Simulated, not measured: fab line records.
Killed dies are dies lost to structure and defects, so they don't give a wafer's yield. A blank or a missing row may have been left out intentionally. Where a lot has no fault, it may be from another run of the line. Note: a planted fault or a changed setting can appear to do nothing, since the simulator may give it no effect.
fab line records | flow rit-cmos
record: lots: 12 | wafers: 36 | last-day: 7
route steps=202 shown NLDD@109 PLDD@115 CONTACT@180 M1@193
lots untouched by any fault: they come from a run of this same line in which no faults occurred
start-h: start of the lot's first displayed wafer, in hours after the record's first day | wait-h: how many hours have passed since the lot's step before this one | " same as the row above | L1.1+2: one row covering several wafers at once | - no value, or no start given | * or withheld: withheld | < > ~ a bound
route shown NAME@n: a module of which the file shows steps, and the number in the route of the first | usual: mean and standard deviation over wafers with no fault | same: alike in all rows | chamber/n: place in a boat | sites: each site's reading | _std_site: the values' standard deviation | _edge_site: mean of outer sites minus mean of inner sites | radius-mm: how far each site lies from the wafer's centre | mask NAME#n: copy n | behind: the tool/chamber that last shaped the wafer | hold: reason for holding the lot/hours on hold/outcome of the hold | device: whichever transistor did not switch (one of n, p or np) | end of line: tests run on the same wafers once the route is complete | where a step has no rows: the recipe by itself | killed: count of dies lost to structure and defects at first sort (not the wafer's yield) | map: per-die view of a wafer (x killed, . not killed, _ where there is no die)
set.NAME: the run value of the setting; set.NAME@STEP: its run value at that earlier step | model.NAME: the simulator's own value behind a step, which no gauge read
route steps across a sampled set of lots; one table per step, one row per wafer
services: a tool's chamber out of use, with start hour (start-h, from the record's first day; less than 0 if before it), hours out, and reason
== steps ==
step: RIT_NLDD_OVL_MEAS_06
usual: NLDD_OVL: 1.0/1.3
lot.wafer | tool       | chamber | start-h | wait-h | NLDD_OVL[nm]
L969.3    | overlay-02 | -       | 40.84   | -      | 0.8
L969.4    | "          | -       | "       | "      | 0.9
L969.6    | "          | -       | "       | "      | 1.0
L970.4    | overlay-01 | -       | 47.27   | -      | -0.7
L970.5    | "          | -       | "       | "      | -0.5
L970.6    | "          | -       | "       | "      | 0.8
L971.1    | overlay-01 | -       | 51.82   | -      | -1.4
L971.2    | "          | -       | "       | "      | 1.0
L971.3    | "          | -       | "       | "      | 0.2
L972.3    | overlay-01 | -       | 57.31   | -      | 2.9
L972.4    | "          | -       | "       | "      | 1.8
L972.5    | "          | -       | "       | "      | 1.9
L973.1    | overlay-02 | -       | 61.91   | -      | 1.2
L973.4    | "          | -       | "       | "      | 2.0
L973.6    | "          | -       | "       | "      | 0.6
L976.2    | overlay-02 | -       | 76.59   | -      | -0.7
L976.4    | "          | -       | "       | "      | 1.6
L976.5    | "          | -       | "       | "      | 1.0
L977.3    | overlay-02 | -       | 82.22   | -      | 1.5
L977.5    | "          | -       | "       | "      | 1.3
L977.6    | "          | -       | "       | "      | 1.0
L983.3    | overlay-01 | -       | 112.10  | -      | 1.1
L983.5    | "          | -       | "       | "      | -0.5
L983.6    | "          | -       | "       | "      | -0.3
L984.2    | overlay-02 | -       | 116.87  | -      | 0.7
L984.4    | "          | -       | "       | "      | 2.2
L984.6    | "          | -       | "       | "      | 0.7
L985.3    | overlay-01 | -       | 121.35  | -      | 4.6
L985.4    | "          | -       | "       | "      | 4.0
L985.6    | "          | -       | "       | "      | 3.4
L986.2    | overlay-01 | -       | 125.73  | -      | 2.9
L986.5    | "          | -       | "       | "      | 1.0
L986.6    | "          | -       | "       | "      | 2.6
L992.1    | overlay-02 | -       | 155.64  | -      | 2.5
L992.2    | "          | -       | "       | "      | -0.1
L992.3    | "          | -       | "       | "      | 0.1
step: RIT_PLDD_COAT_01
recipe: resist: NOVOLAK | spin-rpm: 3250 | resist-thk-nm: 1000
usual: spin-speed-rpm: 3250.0/2.1
lot.wafer | tool           | chamber | start-h | wait-h | spin-speed-rpm
L969.3    | litho-track-01 | 0       | 41.60   | 0.1    | 3247.9
L969.4    | "              | 0       | "       | "      | 3244.1
L969.6    | "              | 0       | "       | "      | 3249.8
L970.4    | litho-track-04 | 0       | 48.05   | 0.1    | 3252.0
L970.5    | "              | 0       | "       | "      | 3250.9
L970.6    | "              | 0       | "       | "      | 3248.3
L971.1    | litho-track-04 | 0       | 52.55   | 0.1    | 3252.4
L971.2    | "              | 0       | "       | "      | 3251.0
L971.3    | "              | 0       | "       | "      | 3249.5
L972.3    | litho-track-04 | 0       | 58.07   | 0.1    | 3249.6
L972.4    | "              | 0       | "       | "      | 3250.5
L972.5    | "              | 0       | "       | "      | 3251.1
L973.1    | litho-track-04 | 0       | 62.63   | 0.1    | 3248.5
L973.4    | "              | 0       | "       | "      | 3249.3
L973.6    | "              | 0       | "       | "      | 3253.2
L976.2    | litho-track-03 | 0       | 77.33   | 0.1    | 3176.4
L976.4    | "              | 0       | "       | "      | 3180.5
L976.5    | "              | 0       | "       | "      | 3177.6
L977.3    | litho-track-03 | 0       | 83.12   | 0.1    | 3179.1
L977.5    | "              | 0       | "       | "      | 3176.5
L977.6    | "              | 0       | "       | "      | 3178.3
L983.3    | litho-track-04 | 0       | 112.86  | 0.1    | 3249.7
L983.5    | "              | 0       | "       | "      | 3251.3
L983.6    | "              | 0       | "       | "      | 3248.2
L984.2    | litho-track-04 | 0       | 117.67  | 0.1    | 3250.4
L984.4    | "              | 0       | "       | "      | 3252.3
L984.6    | "              | 0       | "       | "      | 3248.2
L985.3    | litho-track-01 | 0       | 122.26  | 0.1    | 3251.6
L985.4    | "              | 0       | "       | "      | 3251.2
L985.6    | "              | 0       | "       | "      | 3253.9
L986.2    | litho-track-04 | 0       | 126.60  | 0.1    | 3250.5
L986.5    | "              | 0       | "       | "      | 3250.5
L986.6    | "              | 0       | "       | "      | 3251.2
L992.1    | litho-track-01 | 0       | 156.36  | 0.1    | 3251.9
L992.2    | "              | 0       | "       | "      | 3251.1
L992.3    | "              | 0       | "       | "      | 3254.0
step: RIT_CONTACT_STRIP_12
recipe: chemistry: O2 | time-s: 180 | resist: NOVOLAK | platen-temp-c: withheld | power-w: 500 | pressure-mtorr: 4000 | o2-flow-sccm: 4000
usual: drypump-motor-current-A: 5.5/0.58
lot.wafer | tool            | chamber | start-h | wait-h | drypump-motor-current-A | rf-hours-counter-h
L969.3    | plasma-asher-04 | 0       | 51.56   | 0.2    | 5.7                     | -
L969.4    | "               | 1       | "       | "      | 4.7                     | -
L969.6    | "               | 1       | "       | "      | 4.7                     | -
L970.4    | plasma-asher-01 | 1       | 57.64   | 0.1    | 5.3                     | -
L970.5    | "               | 1       | "       | "      | 5.3                     | -
L970.6    | "               | 0       | "       | "      | 5.2                     | -
L971.1    | plasma-asher-02 | 0       | 62.64   | 0.1    | 5.3                     | 42
L971.2    | "               | 1       | "       | "      | 6.6                     | 42
L971.3    | "               | 0       | "       | "      | 5.3                     | -
L972.3    | plasma-asher-04 | 0       | 68.44   | 0.2    | 5.7                     | -
L972.4    | "               | 1       | "       | "      | 4.7                     | -
L972.5    | "               | 1       | "       | "      | 4.7                     | -
L973.1    | plasma-asher-04 | 0       | 72.50   | 0.1    | 5.7                     | 30
L973.4    | "               | 1       | "       | "      | 4.7                     | -
L973.6    | "               | 0       | "       | "      | 5.7                     | -
L976.2    | plasma-asher-04 | 0       | 87.39   | 0.1    | 5.7                     | 31
L976.4    | "               | 0       | "       | "      | 5.7                     | -
L976.5    | "               | 1       | "       | "      | 4.7                     | -
L977.3    | plasma-asher-02 | 1       | 93.19   | 0.2    | 6.6                     | -
L977.5    | "               | 0       | "       | "      | 5.3                     | -
L977.6    | "               | 1       | "       | "      | 6.6                     | -
L983.3    | plasma-asher-01 | 0       | 122.73  | 0.2    | 5.2                     | -
L983.5    | "               | 1       | "       | "      | 5.3                     | -
L983.6    | "               | 0       | "       | "      | 5.2                     | -
L984.2    | plasma-asher-02 | 0       | 127.67  | 0.1    | 5.3                     | 49
L984.4    | "               | 1       | "       | "      | 6.6                     | -
L984.6    | "               | 1       | "       | "      | 6.6                     | -
L985.3    | plasma-asher-02 | 0       | 132.40  | 0.2    | 5.3                     | -
L985.4    | "               | 1       | "       | "      | 6.6                     | -
L985.6    | "               | 1       | "       | "      | 6.6                     | -
L986.2    | plasma-asher-01 | 0       | 136.81  | 0.1    | 5.3                     | 49
L986.5    | "               | 0       | "       | "      | 5.3                     | -
L986.6    | "               | 1       | "       | "      | 5.3                     | -
L992.1    | plasma-asher-04 | 1       | 166.14  | 0.1    | 4.7                     | 41
L992.2    | "               | 0       | "       | "      | 5.7                     | 41
L992.3    | "               | 1       | "       | "      | 4.7                     | -
step: RIT_M1_CD_MEAS_09
recipe: target-cd-nm: 2600
usual: cd-nm: 2599.6/2
lot.wafer | tool      | chamber | start-h | wait-h | cd-nm
L969.3    | cd-sem-01 | -       | 53.60   | -      | 2602.9
L969.4    | "         | -       | "       | "      | 2602.8
L969.6    | "         | -       | "       | "      | 2603.7
L970.4    | cd-sem-02 | -       | 59.87   | -      | 2597.5
L970.5    | "         | -       | "       | "      | 2597.2
L970.6    | "         | -       | "       | "      | 2598.2
L971.1    | cd-sem-02 | -       | 64.94   | -      | 2602.7
L971.2    | "         | -       | "       | "      | 2602.5
L971.3    | "         | -       | "       | "      | 2601.6
L972.3    | cd-sem-01 | -       | 70.42   | -      | 2600.4
L972.4    | "         | -       | "       | "      | 2600.3
L972.5    | "         | -       | "       | "      | 2602.2
L973.1    | cd-sem-01 | -       | 74.56   | -      | 2602.2
L973.4    | "         | -       | "       | "      | 2601.6
L973.6    | "         | -       | "       | "      | 2602.8
L976.2    | cd-sem-02 | -       | 89.75   | -      | 2601.5
L976.4    | "         | -       | "       | "      | 2602.8
L976.5    | "         | -       | "       | "      | 2601.8
L977.3    | cd-sem-01 | -       | 95.22   | -      | 2598.5
L977.5    | "         | -       | "       | "      | 2599.7
L977.6    | "         | -       | "       | "      | 2596.4
L983.3    | cd-sem-02 | -       | 124.83  | -      | 2600.5
L983.5    | "         | -       | "       | "      | 2600.2
L983.6    | "         | -       | "       | "      | 2601.5
L984.2    | cd-sem-01 | -       | 129.73  | -      | 2600.2
L984.4    | "         | -       | "       | "      | 2599.0
L984.6    | "         | -       | "       | "      | 2599.6
L985.3    | cd-sem-01 | -       | 134.52  | -      | 2598.1
L985.4    | "         | -       | "       | "      | 2597.7
L985.6    | "         | -       | "       | "      | 2597.3
L986.2    | cd-sem-02 | -       | 138.95  | -      | 2600.4
L986.5    | "         | -       | "       | "      | 2598.1
L986.6    | "         | -       | "       | "      | 2599.4
L992.1    | cd-sem-01 | -       | 168.27  | -      | 2603.3
L992.2    | "         | -       | "       | "      | 2602.6
L992.3    | "         | -       | "       | "      | 2600.7
step: RIT_M1_PROBE_99
usual: killed-at-contacts: 0.1/0.36 | killed-at-front-end: 7/3.4 | killed-dies: 7/3.4 | killed-open: 3.3/2 | killed-short: 3.8/2.4
same: gross-dies: 264 | killed_at_M0_to_M3: 0 | killed_at_M4_up: 0 | killed-at-back-side: 0 | killed-at-other: 0
lot.wafer | tool      | chamber | start-h | wait-h | killed-at-contacts | killed-at-front-end | killed-dies | killed-open | killed-short
L969.3    | prober-02 | -       | 56.31   | 0.2    | 2                  | 7                   | 9           | 4           | 5
L969.4    | prober-02 | -       | 56.36   | 0.2    | 0                  | 9                   | 9           | 5           | 4
L969.6    | prober-02 | -       | 56.46   | 0.2    | 0                  | 2                   | 2           | 2           | 0
L970.4    | prober-01 | -       | 62.65   | 0.2    | 0                  | 7                   | 7           | 2           | 5
L970.5    | prober-01 | -       | 62.70   | 0.2    | 0                  | 7                   | 7           | 5           | 2
L970.6    | prober-01 | -       | 62.75   | 0.2    | 0                  | 6                   | 6           | 3           | 3
L971.1    | prober-02 | -       | 67.60   | 0.1    | 0                  | 4                   | 4           | 4           | 0
L971.2    | prober-02 | -       | 67.65   | 0.1    | 0                  | 5                   | 5           | 2           | 3
L971.3    | prober-02 | -       | 67.70   | 0.2    | 0                  | 9                   | 9           | 3           | 6
L972.3    | prober-01 | -       | 73.14   | 0.2    | 1                  | 9                   | 10          | 2           | 8
L972.4    | prober-01 | -       | 73.19   | 0.2    | 1                  | 3                   | 4           | 2           | 1
L972.5    | prober-01 | -       | 73.24   | 0.2    | 0                  | 4                   | 4           | 1           | 3
L973.1    | prober-02 | -       | 77.23   | 0.1    | 0                  | 2                   | 2           | 2           | 0
L973.4    | prober-02 | -       | 77.38   | 0.2    | 0                  | 7                   | 7           | 0           | 7
L973.6    | prober-02 | -       | 77.48   | 0.2    | 1                  | 6                   | 7           | 5           | 2
L976.2    | prober-01 | -       | 92.44   | 0.1    | 0                  | 11                  | 11          | 3           | 8
L976.4    | prober-01 | -       | 92.54   | 0.2    | 0                  | 5                   | 5           | 2           | 3
L976.5    | prober-01 | -       | 92.59   | 0.2    | 1                  | 5                   | 6           | 1           | 5
L977.3    | prober-02 | -       | 97.95   | 0.2    | 0                  | 11                  | 11          | 7           | 4
L977.5    | prober-02 | -       | 98.05   | 0.2    | 0                  | 4                   | 4           | 1           | 3
L977.6    | prober-02 | -       | 98.10   | 0.2    | 0                  | 4                   | 4           | 2           | 2
L983.3    | prober-02 | -       | 127.55  | 0.2    | 0                  | 6                   | 6           | 5           | 1
L983.5    | prober-02 | -       | 127.65  | 0.2    | 0                  | 13                  | 13          | 9           | 4
L983.6    | prober-02 | -       | 127.70  | 0.2    | 0                  | 11                  | 11          | 3           | 8
L984.2    | prober-01 | -       | 132.42  | 0.1    | 0                  | 5                   | 5           | 2           | 3
L984.4    | prober-01 | -       | 132.52  | 0.2    | 0                  | 6                   | 6           | 2           | 4
L984.6    | prober-01 | -       | 132.62  | 0.2    | 0                  | 12                  | 12          | 8           | 4
L985.3    | prober-02 | -       | 137.24  | 0.2    | 0                  | 9                   | 9           | 7           | 2
L985.4    | prober-02 | -       | 137.29  | 0.2    | 0                  | 5                   | 5           | 3           | 2
L985.6    | prober-02 | -       | 137.39  | 0.2    | 0                  | 17                  | 17          | 3           | 14
L986.2    | prober-01 | -       | 141.64  | 0.1    | 0                  | 6                   | 6           | 4           | 2
L986.5    | prober-01 | -       | 141.79  | 0.2    | 0                  | 1                   | 1           | 1           | 0
L986.6    | prober-01 | -       | 141.84  | 0.2    | 0                  | 5                   | 5           | 1           | 4
L992.1    | prober-01 | -       | 170.96  | 0.1    | 0                  | 9                   | 9           | 5           | 4
L992.2    | prober-01 | -       | 171.01  | 0.1    | 0                  | 2                   | 2           | 2           | 0
L992.3    | prober-01 | -       | 171.06  | 0.2    | 0                  | 6                   | 6           | 1           | 5
killed by level:class
L969.3 SILICIDE:geometric-particle:short=2 CONTACT:geometric-particle:open=2 FOX1:geometric-particle:short=1 FOX2:geometric-particle:short=1 GATE:geometric-particle:open=1 REOX:geometric-particle:short=1 SILICIDE:geometric-particle:open=1
L969.4 GATE:geometric-particle:open=3 GATE:geometric-particle:short=2 FOX1:geometric-particle:open=1 FOX1:geometric-particle:short=1 REOX:geometric-particle:open=1 SILICIDE:geometric-particle:short=1
L969.6 REOX:geometric-particle:open=1 SILICIDE:geometric-particle:open=1
L970.4 GATE:geometric-particle:short=2 SILICIDE:geometric-particle:short=2 FOX1:geometric-particle:short=1 GATE:geometric-particle:open=1 SILICIDE:geometric-particle:open=1
L970.5 SILICIDE:geometric-particle:open=3 GATE:geometric-particle:open=1 SPACER:geometric-particle:short=1 SPACER:geometric-particle:open=1 SILICIDE:geometric-particle:short=1
L970.6 SILICIDE:geometric-particle:open=2 FOX1:geometric-particle:short=1 FOX2:geometric-particle:short=1 REOX:geometric-particle:open=1 SILICIDE:geometric-particle:short=1
L971.1 FOX1:geometric-particle:open=1 FOX2:geometric-particle:open=1 REOX:geometric-particle:open=1 SILICIDE:geometric-particle:open=1
L971.2 GATE:geometric-particle:short=2 FOX1:geometric-particle:open=1 FOX2:geometric-particle:open=1 SPACER:geometric-particle:short=1
L971.3 GATE:geometric-particle:open=2 SILICIDE:geometric-particle:short=2 FOX1:geometric-particle:short=1 FOX2:geometric-particle:short=1 GATE:geometric-particle:short=1 SPACER:geometric-particle:short=1 SILICIDE:geometric-particle:open=1
L972.3 FOX1:geometric-particle:short=2 FOX2:geometric-particle:short=2 SPACER:geometric-particle:short=2 FOX1:geometric-particle:open=1 GATE:geometric-particle:short=1 SPACER:geometric-particle:open=1 CONTACT:geometric-particle:short=1
L972.4 FOX1:geometric-particle:open=1 SILICIDE:geometric-particle:open=1 CONTACT:geometric-particle:short=1 NWELL:coat-microbubble-printed=1
L972.5 FOX1:geometric-particle:short=1 GATE:geometric-particle:open=1 REOX:geometric-particle:short=1 SPACER:geometric-particle:short=1
L973.1 REOX:geometric-particle:open=1 SILICIDE:geometric-particle:open=1
L973.4 GATE:geometric-particle:short=3 FOX1:geometric-particle:short=1 REOX:geometric-particle:short=1 SPACER:geometric-particle:short=1 SILICIDE:geometric-particle:short=1
L973.6 FOX1:geometric-particle:open=2 GATE:geometric-particle:open=2 REOX:geometric-particle:short=1 SPACER:geometric-particle:short=1 CONTACT:geometric-particle:open=1
L976.2 GATE:geometric-particle:short=5 FOX1:geometric-particle:open=1 FOX2:geometric-particle:short=1 FOX2:geometric-particle:open=1 GATE:geometric-particle:open=1 REOX:geometric-particle:short=1 SPACER:geometric-particle:short=1
L976.4 FOX2:geometric-particle:short=2 GATE:geometric-particle:open=2 GATE:geometric-particle:short=1
L976.5 GATE:geometric-particle:short=3 FOX2:geometric-particle:short=2 CONTACT:geometric-particle:open=1
L977.3 REOX:geometric-particle:short=4 REOX:geometric-particle:open=3 FOX1:geometric-particle:open=1 FOX2:geometric-particle:open=1 GATE:geometric-particle:open=1 SPACER:geometric-particle:open=1
L977.5 FOX1:geometric-particle:short=1 GATE:geometric-particle:short=1 SPACER:geometric-particle:open=1 SPACER:geometric-particle:short=1
L977.6 SPACER:geometric-particle:short=2 FOX1:geometric-particle:open=1 GATE:geometric-particle:open=1
L983.3 FOX2:geometric-particle:open=1 GATE:geometric-particle:short=1 GATE:geometric-particle:open=1 REOX:geometric-particle:open=1 SPACER:geometric-particle:open=1 SILICIDE:geometric-particle:open=1
L983.5 GATE:geometric-particle:open=4 GATE:geometric-particle:short=3 REOX:geometric-particle:open=2 SPACER:geometric-particle:open=2 SPACER:geometric-particle:short=1 SILICIDE:geometric-particle:open=1
L983.6 GATE:geometric-particle:short=3 SPACER:geometric-particle:short=2 FOX1:geometric-particle:short=1 FOX2:geometric-particle:short=1 GATE:geometric-particle:open=1 REOX:geometric-particle:short=1 SPACER:geometric-particle:open=1 SILICIDE:geometric-particle:open=1
L984.2 REOX:geometric-particle:short=2 SILICIDE:geometric-particle:open=2 SILICIDE:geometric-particle:short=1
L984.4 GATE:geometric-particle:short=3 GATE:geometric-particle:open=1 REOX:geometric-particle:open=1 SPACER:geometric-particle:short=1
L984.6 GATE:geometric-particle:open=4 FOX1:geometric-particle:short=3 FOX1:geometric-particle:open=1 FOX2:geometric-particle:open=1 GATE:geometric-particle:short=1 REOX:geometric-particle:open=1 SPACER:geometric-particle:open=1
L985.3 GATE:geometric-particle:open=4 REOX:geometric-particle:open=2 GATE:geometric-particle:short=1 REOX:geometric-particle:short=1 SILICIDE:geometric-particle:open=1
L985.4 FOX1:geometric-particle:short=2 SPACER:geometric-particle:open=2 FOX1:geometric-particle:open=1
L985.6 GATE:geometric-particle:short=5 REOX:geometric-particle:short=5 FOX1:geometric-particle:short=2 SPACER:geometric-particle:short=2 GATE:geometric-particle:open=1 SPACER:geometric-particle:open=1 SILICIDE:geometric-particle:open=1
L986.2 GATE:geometric-particle:open=2 FOX1:geometric-particle:open=1 GATE:geometric-particle:short=1 SILICIDE:geometric-particle:short=1 SILICIDE:geometric-particle:open=1
L986.5 FOX1:geometric-particle:open=1
L986.6 SILICIDE:geometric-particle:short=2 FOX1:geometric-particle:short=1 GATE:geometric-particle:short=1 REOX:geometric-particle:open=1
L992.1 FOX2:geometric-particle:open=2 SILICIDE:geometric-particle:open=2 FOX1:geometric-particle:short=1 FOX2:geometric-particle:short=1 GATE:geometric-particle:short=1 SPACER:geometric-particle:open=1 SPACER:geometric-particle:short=1
L992.2 FOX2:geometric-particle:open=1 REOX:geometric-particle:open=1
L992.3 SPACER:geometric-particle:short=3 GATE:geometric-particle:short=1 SILICIDE:geometric-particle:short=1 SILICIDE:geometric-particle:open=1
== services ==
tool            | chamber | start-h | hours | kind
plasma-asher-01 | -       | 53.02   | 4.2   | repair
litho-track-04  | -       | 121.97  | -     | consumable-replace:filter
== key ==
first-sign: step: RIT_PLDD_COAT_01 | reading: spin-speed-rpm | direction: down | sigmas: 34 | usual: 3250.0 | struck: 3178.1
effect none on later readings
met-at RIT_PLDD_COAT_01
struck-lots L976,L977
tester-left-out L976,L977
not-acting-at RIT_NLDD_OVL_MEAS_06,RIT_CONTACT_STRIP_12,RIT_M1_CD_MEAS_09
fault: kind: process-parameter-drift | tool: litho-track-03 | chamber: - | onset-h: 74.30 | steps: RIT_PLDD_COAT_01 | channel: spin-rpm | offset: -69.957 | shape: step | end-h: 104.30 | acts-in: these-recipes-only | stated: 3250
tester-left-out: of these lots the tester's yield and bins aren't shown, on N5 and GAA mostly nor the transistor test; their killed dies are dies lost to structure and defects alone, not to doping, threshold or leakage, so they don't give the yield
